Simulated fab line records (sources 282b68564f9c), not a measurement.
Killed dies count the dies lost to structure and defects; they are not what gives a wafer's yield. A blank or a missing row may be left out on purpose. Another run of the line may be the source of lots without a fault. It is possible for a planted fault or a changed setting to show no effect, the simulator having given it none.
fab line records + flow rit_cmos
record
- lots=6
- wafers=18
- last_day=7
route steps=202 shown PSD@144 SDANNEAL@153 NSD@158 PLDD@159 NLDD@160 M1@202
lots untouched by any fault: they come from a run of this same line in which no faults occurred
start_h: hours from the record's opening day to when the first of the lot's shown wafers began + wait_h: hours since the lot's step before + " identical to the entry in the row above + L1.1+2: a single row standing in for several wafers + - no value, or no start was given + * or withheld: withheld + < > ~ a bound
route shown NAME@n: a module of which the file shows steps, and the number in the route of the first + usual: the fault-free wafers' mean and standard deviation + same: alike in all rows + chamber/n: place in a boat + sites: the reading at each site + _std_site: standard deviation across them + _edge_site: mean of outer sites minus mean of inner sites + radius_mm: for every site, how far away it sits from the centre of the wafer + mask NAME#n: copy n + behind: the last tool/chamber to shape the wafer + hold: cause of the lot's hold/its duration in hours/its outcome + device: transistor that didn't switch, given as n, p or np + end of line: the tests these same wafers got at the end of their route + a step without rows: its recipe alone + killed: dies lost to structure and defects at the first sort, not the wafer's yield + map: a wafer's dies, marking killed ones x, the rest . and places with no die _
set.NAME: setting as actually run; set.NAME@STEP: the setting as run at that earlier step + model.NAME: the simulator's own value behind a step, which no gauge read
certain route steps with their lots: each step a table, each wafer a row
services: the hour from which a tool's chamber was out of use, counted from the record's first day as start_h (under 0 if before that day), plus the number of hours and why
## steps
# step RIT_PSD_SOFTBAKE_02
# recipe
- resist=NOVOLAK
- temp_c=90
- time_s=60
# step RIT_PSD_EXPOSE_03
# recipe
- mask_id=M10
- na=0.57
- target_cd_nm=40900
- dose_mj=250
# step RIT_PSD_PEB_04
# recipe
- resist=NOVOLAK
- temp_c=withheld
- time_s=withheld
# step RIT_PSD_DEVELOP_05
# recipe
- resist=NOVOLAK
- develop_time_s=51.76
- dev_temp_c=23
# step RIT_PSD_OVL_MEAS_06
# usual
- PSD_OVL=-0.2/1.1
| lot.wafer | tool       | chamber | start_h | wait_h | PSD_OVL[nm] |
|-----------|------------|---------|---------|--------|-------------|
| L410.2    | overlay-02 | -       | 90.93   | -      | 0.1         |
| L410.3    | "          | -       | "       | "      | -1.5        |
| L410.5    | "          | -       | "       | "      | -1.9        |
| L411.1    | overlay-01 | -       | 95.11   | -      | -1.2        |
| L411.4    | "          | -       | "       | "      | 0.3         |
| L411.5    | "          | -       | "       | "      | -1.3        |
| L419.2    | overlay-02 | -       | 133.70  | -      | 0.0         |
| L419.3    | "          | -       | "       | "      | 0.7         |
| L419.4    | "          | -       | "       | "      | -0.3        |
| L421.2    | overlay-02 | -       | 144.40  | -      | 0.7         |
| L421.3    | "          | -       | "       | "      | -0.5        |
| L421.4    | "          | -       | "       | "      | 0.7         |
| L424.3    | overlay-02 | -       | 157.69  | -      | 0.3         |
| L424.4    | "          | -       | "       | "      | 0.9         |
| L424.6    | "          | -       | "       | "      | -0.8        |
| L426.2    | overlay-02 | -       | 169.03  | -      | -1.2        |
| L426.4    | "          | -       | "       | "      | -1.5        |
| L426.6    | "          | -       | "       | "      | -0.3        |
# step RIT_PSD_HARDBAKE_07
# recipe
- resist=NOVOLAK
- temp_c=140
- time_s=60
# step RIT_PSD_IMPLANT_08
# recipe
- species=BF2
- energy_kev=27
- dose_cm2=5e+15
- tilt_deg=7
# step RIT_PSD_STRIP_09
# recipe
- chemistry=O2
- time_s=180
- resist=NOVOLAK
- platen_temp_c=withheld
- power_w=500
- pressure_mtorr=4000
- o2_flow_sccm=4000
# usual
- drypump_motor_current_A=5.4/0.52
| lot.wafer | tool            | chamber | start_h | wait_h | drypump_motor_current_A | rf_hours_counter_h |
|-----------|-----------------|---------|---------|--------|-------------------------|--------------------|
| L410.2    | plasma_asher-01 | 0       | 91.26   | 0.1    | 4.9                     | 46                 |
| L410.3    | "               | 1       | "       | "      | 5.0                     | -                  |
| L410.5    | "               | 0       | "       | "      | 5.0                     | -                  |
| L411.1    | plasma_asher-04 | 1       | 95.45   | 0.1    | 5.9                     | 43                 |
| L411.4    | "               | 0       | "       | "      | 5.4                     | -                  |
| L411.5    | "               | 1       | "       | "      | 5.9                     | -                  |
| L419.2    | plasma_asher-03 | 1       | 134.03  | 0.1    | 5.8                     | 33                 |
| L419.3    | "               | 0       | "       | "      | 6.3                     | -                  |
| L419.4    | "               | 1       | "       | "      | 5.8                     | -                  |
| L421.2    | plasma_asher-01 | 0       | 144.73  | 0.1    | 4.9                     | 3                  |
| L421.3    | "               | 0       | "       | "      | 4.9                     | -                  |
| L421.4    | "               | 1       | "       | "      | 5.0                     | -                  |
| L424.3    | plasma_asher-01 | 1       | 158.08  | 0.1    | 5.0                     | -                  |
| L424.4    | "               | 0       | "       | "      | 4.9                     | -                  |
| L424.6    | "               | 1       | "       | "      | 5.0                     | -                  |
| L426.2    | plasma_asher-01 | 1       | 169.36  | 0.1    | 5.0                     | 6                  |
| L426.4    | "               | 0       | "       | "      | 4.9                     | -                  |
| L426.6    | "               | 0       | "       | "      | 4.9                     | -                  |
# step RIT_PSD_TW_MEAS_10
# usual
- PSD_TW=3433/17
| lot.wafer | tool          | chamber | start_h | wait_h | PSD_TW |
|-----------|---------------|---------|---------|--------|--------|
| L410.2    | film_metro-02 | -       | 91.44   | 0.1    | 3442   |
| L410.3    | "             | -       | "       | "      | 3461   |
| L410.5    | "             | -       | "       | "      | 3450   |
| L411.1    | film_metro-02 | -       | 95.63   | 0.1    | 3443   |
| L411.4    | "             | -       | "       | "      | 3450   |
| L411.5    | "             | -       | "       | "      | 3439   |
| L419.2    | film_metro-01 | -       | 134.22  | 0.1    | 3401   |
| L419.3    | "             | -       | "       | "      | 3411   |
| L419.4    | "             | -       | "       | "      | 3398   |
| L421.2    | film_metro-03 | -       | 144.92  | 0.1    | 3436   |
| L421.3    | "             | -       | "       | "      | 3411   |
| L421.4    | "             | -       | "       | "      | 3417   |
| L424.3    | film_metro-02 | -       | 158.21  | 0.1    | 3419   |
| L424.4    | "             | -       | "       | "      | 3426   |
| L424.6    | "             | -       | "       | "      | 3404   |
| L426.2    | film_metro-01 | -       | 169.54  | 0.1    | 3405   |
| L426.4    | "             | -       | "       | "      | 3425   |
| L426.6    | "             | -       | "       | "      | 3418   |
# step RIT_SDANNEAL_CLEAN_00
# recipe
- chemistry=SC1
- mix=3:3:50
- time_s=600
- temp_c=75
# step RIT_SDANNEAL_CLEAN_01
# recipe
- chemistry=dHF
- dilution=50:1
- time_s=30
# step RIT_SDANNEAL_CLEAN_02
# recipe
- chemistry=SC2
- mix=3:3:50
- time_s=600
- temp_c=75
- dry=n2_spin
# step RIT_SDANNEAL_RTA_03
# recipe
- temp_c=1050
- time_s=5
- idle_temp_c=600
- ramp_up_c_per_s=342
- ramp_down_c_per_s=171
- cool_to_c=600
- ambient=N2
# usual
- wafer_temp_C_max=1053.6/1.2
| lot.wafer | tool          | chamber | start_h | wait_h | wafer_temp_C_max |
|-----------|---------------|---------|---------|--------|------------------|
| L410.2    | rtp_anneal-02 | 0       | 91.90   | 0.0    | 1053.5           |
| L410.3    | "             | 0       | "       | "      | 1054.4           |
| L410.5    | "             | 0       | "       | "      | 1051.5           |
| L411.1    | rtp_anneal-01 | 0       | 96.07   | 0.0    | 1052.6           |
| L411.4    | "             | 0       | "       | "      | 1055.7           |
| L411.5    | "             | 0       | "       | "      | 1055.0           |
| L419.2    | rtp_anneal-01 | 0       | 134.66  | 0.0    | 1033.9           |
| L419.3    | "             | 0       | "       | "      | 1033.8           |
| L419.4    | "             | 0       | "       | "      | 1033.8           |
| L421.2    | rtp_anneal-01 | 0       | 145.35  | 0.0    | 1034.1           |
| L421.3    | "             | 0       | "       | "      | 1032.5           |
| L421.4    | "             | 0       | "       | "      | 1034.0           |
| L424.3    | rtp_anneal-02 | 0       | 158.66  | 0.0    | 1053.2           |
| L424.4    | "             | 0       | "       | "      | 1053.3           |
| L424.6    | "             | 0       | "       | "      | 1053.9           |
| L426.2    | rtp_anneal-02 | 0       | 170.01  | 0.0    | 1055.4           |
| L426.4    | "             | 0       | "       | "      | 1054.3           |
| L426.6    | "             | 0       | "       | "      | 1054.2           |
# step RIT_SDANNEAL_RS_MEAS_04
# recipe
- thk_meas_gauge=four-point-probe
# usual
- PSD_RS=116.1/0.33
| lot.wafer | tool          | chamber | start_h | wait_h | hold                     | PSD_RS[ohm/sq] |
|-----------|---------------|---------|---------|--------|--------------------------|----------------|
| L410.2    | film_metro-02 | -       | 91.97   | 0.1    | -                        | 116.0          |
| L410.3    | "             | -       | "       | "      | -                        | 115.9          |
| L410.5    | "             | -       | "       | "      | -                        | 115.9          |
| L411.1    | film_metro-03 | -       | 96.13   | 0.0    | -                        | 116.3          |
| L411.4    | "             | -       | "       | "      | -                        | 115.9          |
| L411.5    | "             | -       | "       | "      | -                        | 116.1          |
| L419.2    | film_metro-03 | -       | 134.73  | 0.1    | await_dispo/0.2h/release | 130.2          |
| L419.3    | "             | -       | "       | "      | await_dispo/0.2h/release | 129.7          |
| L419.4    | "             | -       | "       | "      | await_dispo/0.2h/release | 129.5          |
| L419.2    | film_metro-03 | -       | 135.09  | 0.3    | -                        | 129.9          |
| L419.3    | "             | -       | "       | "      | -                        | 129.9          |
| L419.4    | "             | -       | "       | "      | -                        | 129.8          |
| L421.2    | film_metro-01 | -       | 145.41  | 0.1    | await_dispo/0.2h/release | 130.0          |
| L421.3    | "             | -       | "       | "      | await_dispo/0.2h/release | 130.0          |
| L421.4    | "             | -       | "       | "      | await_dispo/0.2h/release | 130.4          |
| L421.2    | film_metro-01 | -       | 145.77  | 0.3    | -                        | 130.4          |
| L421.3    | "             | -       | "       | "      | -                        | 130.2          |
| L421.4    | "             | -       | "       | "      | -                        | 130.2          |
| L424.3    | film_metro-02 | -       | 158.73  | 0.1    | -                        | 115.8          |
| L424.4    | "             | -       | "       | "      | -                        | 115.6          |
| L424.6    | "             | -       | "       | "      | -                        | 115.5          |
| L426.2    | film_metro-02 | -       | 170.08  | 0.1    | -                        | 116.4          |
| L426.4    | "             | -       | "       | "      | -                        | 116.6          |
| L426.6    | "             | -       | "       | "      | -                        | 116.3          |
# step RIT_SDANNEAL_RS_MEAS_05
# recipe
- thk_meas_gauge=four-point-probe
# usual
- NSD_RS=84.6/0.31
| lot.wafer | tool          | chamber | start_h | wait_h | hold                     | NSD_RS[ohm/sq] |
|-----------|---------------|---------|---------|--------|--------------------------|----------------|
| L410.2    | film_metro-02 | -       | 92.09   | 0.1    | -                        | 84.5           |
| L410.3    | "             | -       | "       | "      | -                        | 84.3           |
| L410.5    | "             | -       | "       | "      | -                        | 84.2           |
| L411.1    | film_metro-03 | -       | 96.25   | 0.1    | -                        | 84.5           |
| L411.4    | "             | -       | "       | "      | -                        | 84.2           |
| L411.5    | "             | -       | "       | "      | -                        | 84.5           |
| L419.2    | film_metro-03 | -       | 138.41  | 3.3    | await_dispo/3.2h/release | 85.1           |
| L419.3    | "             | -       | "       | "      | await_dispo/3.2h/release | 84.8           |
| L419.4    | "             | -       | "       | "      | await_dispo/3.2h/release | 85.4           |
| L421.2    | film_metro-01 | -       | 153.35  | 7.6    | await_dispo/7.5h/release | 85.2           |
| L421.3    | "             | -       | "       | "      | await_dispo/7.5h/release | 85.1           |
| L421.4    | "             | -       | "       | "      | await_dispo/7.5h/release | 85.3           |
| L424.3    | film_metro-02 | -       | 158.85  | 0.1    | -                        | 85.0           |
| L424.4    | "             | -       | "       | "      | -                        | 84.7           |
| L424.6    | "             | -       | "       | "      | -                        | 84.7           |
| L426.2    | film_metro-02 | -       | 170.20  | 0.1    | -                        | 85.1           |
| L426.4    | "             | -       | "       | "      | -                        | 85.0           |
| L426.6    | "             | -       | "       | "      | -                        | 85.2           |
# step RIT_SDANNEAL_RS_MEAS_06
# recipe
- thk_meas_gauge=four-point-probe
# usual
- PLDD_RS=178.9/0.41
| lot.wafer | tool          | chamber | start_h | wait_h | hold                     | PLDD_RS[ohm/sq] |
|-----------|---------------|---------|---------|--------|--------------------------|-----------------|
| L410.2    | film_metro-02 | -       | 92.21   | 0.1    | -                        | 179.0           |
| L410.3    | "             | -       | "       | "      | -                        | 178.9           |
| L410.5    | "             | -       | "       | "      | -                        | 179.1           |
| L411.1    | film_metro-03 | -       | 96.37   | 0.1    | -                        | 179.0           |
| L411.4    | "             | -       | "       | "      | -                        | 178.5           |
| L411.5    | "             | -       | "       | "      | -                        | 178.7           |
| L419.2    | film_metro-03 | -       | 138.53  | 0.1    | await_dispo/0.2h/release | 194.0           |
| L419.3    | "             | -       | "       | "      | await_dispo/0.2h/release | 193.7           |
| L419.4    | "             | -       | "       | "      | await_dispo/0.2h/release | 193.8           |
| L419.2    | film_metro-03 | -       | 138.81  | 0.3    | -                        | 194.0           |
| L419.3    | "             | -       | "       | "      | -                        | 194.0           |
| L419.4    | "             | -       | "       | "      | -                        | 193.8           |
| L421.2    | film_metro-01 | -       | 153.47  | 0.1    | await_dispo/0.2h/release | 193.7           |
| L421.3    | "             | -       | "       | "      | await_dispo/0.2h/release | 194.1           |
| L421.4    | "             | -       | "       | "      | await_dispo/0.2h/release | 194.7           |
| L421.2    | film_metro-01 | -       | 153.76  | 0.3    | -                        | 193.7           |
| L421.3    | "             | -       | "       | "      | -                        | 193.8           |
| L421.4    | "             | -       | "       | "      | -                        | 194.4           |
| L424.3    | film_metro-02 | -       | 158.97  | 0.1    | -                        | 179.8           |
| L424.4    | "             | -       | "       | "      | -                        | 179.1           |
| L424.6    | "             | -       | "       | "      | -                        | 179.4           |
| L426.2    | film_metro-02 | -       | 170.32  | 0.1    | -                        | 178.6           |
| L426.4    | "             | -       | "       | "      | -                        | 178.9           |
| L426.6    | "             | -       | "       | "      | -                        | 178.7           |
# step RIT_SDANNEAL_RS_MEAS_07
# recipe
- thk_meas_gauge=four-point-probe
# usual
- NLDD_RS=151.9/0.49
| lot.wafer | tool          | chamber | start_h | wait_h | hold                     | NLDD_RS[ohm/sq] |
|-----------|---------------|---------|---------|--------|--------------------------|-----------------|
| L410.2    | film_metro-02 | -       | 92.33   | 0.1    | -                        | 151.5           |
| L410.3    | "             | -       | "       | "      | -                        | 152.3           |
| L410.5    | "             | -       | "       | "      | -                        | 151.9           |
| L411.1    | film_metro-03 | -       | 96.49   | 0.1    | -                        | 151.7           |
| L411.4    | "             | -       | "       | "      | -                        | 152.1           |
| L411.5    | "             | -       | "       | "      | -                        | 151.8           |
| L419.2    | film_metro-03 | -       | 140.09  | 1.3    | await_dispo/1.2h/release | 151.8           |
| L419.3    | "             | -       | "       | "      | await_dispo/1.2h/release | 151.8           |
| L419.4    | "             | -       | "       | "      | await_dispo/1.2h/release | 152.1           |
| L421.2    | film_metro-01 | -       | 158.87  | 5.1    | await_dispo/5.0h/release | 152.2           |
| L421.3    | "             | -       | "       | "      | await_dispo/5.0h/release | 152.6           |
| L421.4    | "             | -       | "       | "      | await_dispo/5.0h/release | 152.4           |
| L424.3    | film_metro-02 | -       | 159.09  | 0.1    | -                        | 151.8           |
| L424.4    | "             | -       | "       | "      | -                        | 151.6           |
| L424.6    | "             | -       | "       | "      | -                        | 152.3           |
| L426.2    | film_metro-02 | -       | 170.44  | 0.1    | -                        | 151.8           |
| L426.4    | "             | -       | "       | "      | -                        | 151.0           |
| L426.6    | "             | -       | "       | "      | -                        | 151.9           |
# step RIT_M1_PROBE_99
# usual
- killed_at_front_end=7/3.4
- killed_dies=7/3.4
- killed_open=3.4/2
- killed_short=3.6/2.1
# same
- gross_dies=264
- killed_at_M0_to_M3=0
- killed_at_M4_up=0
- killed_at_back_side=0
- killed_at_contacts=0
- killed_at_other=0
| lot.wafer | tool      | chamber | start_h | wait_h | killed_at_front_end | killed_dies | killed_open | killed_short |
|-----------|-----------|---------|---------|--------|---------------------|-------------|-------------|--------------|
| L411.1    | prober-02 | -       | 103.77  | 0.1    | 3                   | 3           | 1           | 2            |
| L411.4    | prober-02 | -       | 103.92  | 0.2    | 8                   | 8           | 2           | 6            |
| L411.5    | prober-02 | -       | 103.97  | 0.2    | 3                   | 3           | 1           | 2            |
| L419.2    | prober-01 | -       | 147.32  | 0.1    | 1                   | 1           | 1           | 0            |
| L419.3    | prober-01 | -       | 147.37  | 0.2    | 10                  | 10          | 6           | 4            |
| L419.4    | prober-01 | -       | 147.42  | 0.2    | 3                   | 3           | 3           | 0            |
| L421.2    | prober-02 | -       | 165.77  | 0.1    | 2                   | 2           | 1           | 1            |
| L421.3    | prober-02 | -       | 165.82  | 0.2    | 10                  | 10          | 6           | 4            |
| L421.4    | prober-02 | -       | 165.87  | 0.2    | 5                   | 5           | 3           | 2            |
| L424.3    | prober-01 | -       | 166.62  | 0.2    | 9                   | 9           | 6           | 3            |
| L424.4    | prober-01 | -       | 166.67  | 0.2    | 6                   | 6           | 2           | 4            |
| L424.6    | prober-01 | -       | 166.77  | 0.2    | 8                   | 8           | 2           | 6            |
| L426.2    | prober-01 | -       | 177.81  | 0.1    | 5                   | 5           | 3           | 2            |
| L426.4    | prober-01 | -       | 177.91  | 0.2    | 5                   | 5           | 1           | 4            |
| L426.6    | prober-01 | -       | 178.01  | 0.2    | 5                   | 5           | 4           | 1            |
# killed by level:class
L411.1 FOX1:geometric_particle:open=1 GATE:geometric_particle:short=1 REOX:geometric_particle:short=1
L411.4 GATE:geometric_particle:short=3 FOX2:geometric_particle:open=1 GATE:geometric_particle:open=1 REOX:geometric_particle:short=1 SPACER:geometric_particle:short=1 SILICIDE:geometric_particle:short=1
L411.5 GATE:geometric_particle:short=1 GATE:geometric_particle:open=1 SILICIDE:geometric_particle:short=1
L419.2 FOX1:geometric_particle:open=1
L419.3 FOX1:geometric_particle:open=2 GATE:geometric_particle:short=2 GATE:geometric_particle:open=2 SILICIDE:geometric_particle:short=2 FOX2:geometric_particle:open=1 REOX:geometric_particle:open=1
L419.4 FOX1:geometric_particle:open=2 REOX:geometric_particle:open=1
L421.2 GATE:geometric_particle:open=1 GATE:geometric_particle:short=1
L421.3 GATE:geometric_particle:open=3 FOX1:geometric_particle:open=2 FOX1:geometric_particle:short=1 FOX2:geometric_particle:short=1 GATE:geometric_particle:short=1 SPACER:geometric_particle:short=1 SILICIDE:geometric_particle:open=1
L421.4 FOX1:geometric_particle:short=1 FOX2:geometric_particle:open=1 GATE:geometric_particle:short=1 GATE:geometric_particle:open=1 SPACER:geometric_particle:open=1
L424.3 GATE:geometric_particle:open=3 FOX1:geometric_particle:short=1 GATE:geometric_particle:short=1 REOX:geometric_particle:open=1 REOX:geometric_particle:short=1 SPACER:geometric_particle:open=1 SILICIDE:geometric_particle:open=1
L424.4 GATE:geometric_particle:short=4 FOX1:geometric_particle:open=1 GATE:geometric_particle:open=1
L424.6 GATE:geometric_particle:open=2 GATE:geometric_particle:short=2 SPACER:geometric_particle:short=2 FOX1:geometric_particle:short=1 REOX:geometric_particle:short=1
L426.2 GATE:geometric_particle:short=2 GATE:geometric_particle:open=1 SPACER:geometric_particle:open=1 SILICIDE:geometric_particle:open=1
L426.4 GATE:geometric_particle:short=2 FOX1:geometric_particle:short=1 GATE:geometric_particle:open=1 SPACER:geometric_particle:short=1
L426.6 GATE:geometric_particle:open=2 FOX1:geometric_particle:open=1 FOX2:geometric_particle:short=1 SPACER:geometric_particle:open=1
## services
| tool            | chamber | start_h | hours | kind       |
|-----------------|---------|---------|-------|------------|
| plasma_asher-04 | -       | 68.83   | 0.6   | repair     |
| plasma_asher-03 | -       | 101.48  | 7.2   | repair     |
| plasma_asher-01 | -       | 108.75  | 9.0   | pm         |
| plasma_asher-01 | 0       | 108.75  | 9.0   | vent_cycle |
| plasma_asher-01 | 1       | 108.75  | 9.0   | vent_cycle |
| plasma_asher-01 | 0       | 117.75  | -     | clean      |
| plasma_asher-01 | 1       | 117.75  | -     | clean      |
## key
first_sign
- step=RIT_SDANNEAL_RTA_03
- reading=wafer_temp_C_max
- direction=down
- sigmas=17
- usual=*
- struck=*
effect
- step=RIT_SDANNEAL_RS_MEAS_04
- reading=visit
- direction=added
effect
- step=RIT_SDANNEAL_RS_MEAS_04
- reading=PSD_RS
- direction=up
- sigmas=43
- usual=116.1
- struck=130.0
effect
- step=RIT_SDANNEAL_RS_MEAS_05
- reading=NSD_RS
- direction=up
- sigmas=1.8
- usual=84.6
- struck=85.2
effect
- step=RIT_SDANNEAL_RS_MEAS_06
- reading=visit
- direction=added
effect
- step=RIT_SDANNEAL_RS_MEAS_06
- reading=PLDD_RS
- direction=up
- sigmas=37
- usual=178.9
- struck=194.0
met_at RIT_SDANNEAL_RTA_03
struck_wafers L419.2,L419.3,L419.4,L421.2,L421.3,L421.4
tester_left_out L419,L421
onset_between 96.07 134.66
fault
- kind=process_parameter_drift
- tool=rtp_anneal-01
- chamber=-
- onset_h=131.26
- steps=RIT_SDANNEAL_RTA_03
- channel=temp_c
- offset=*
- shape=step
- end_h=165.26
- acts_in=*
- stated=*
# tester_left_out: of these lots the tester's yield and bins aren't shown, on N5 and GAA mostly nor the transistor test; their killed dies are dies lost to structure and defects alone, not to doping, threshold or leakage, so they don't give the yield
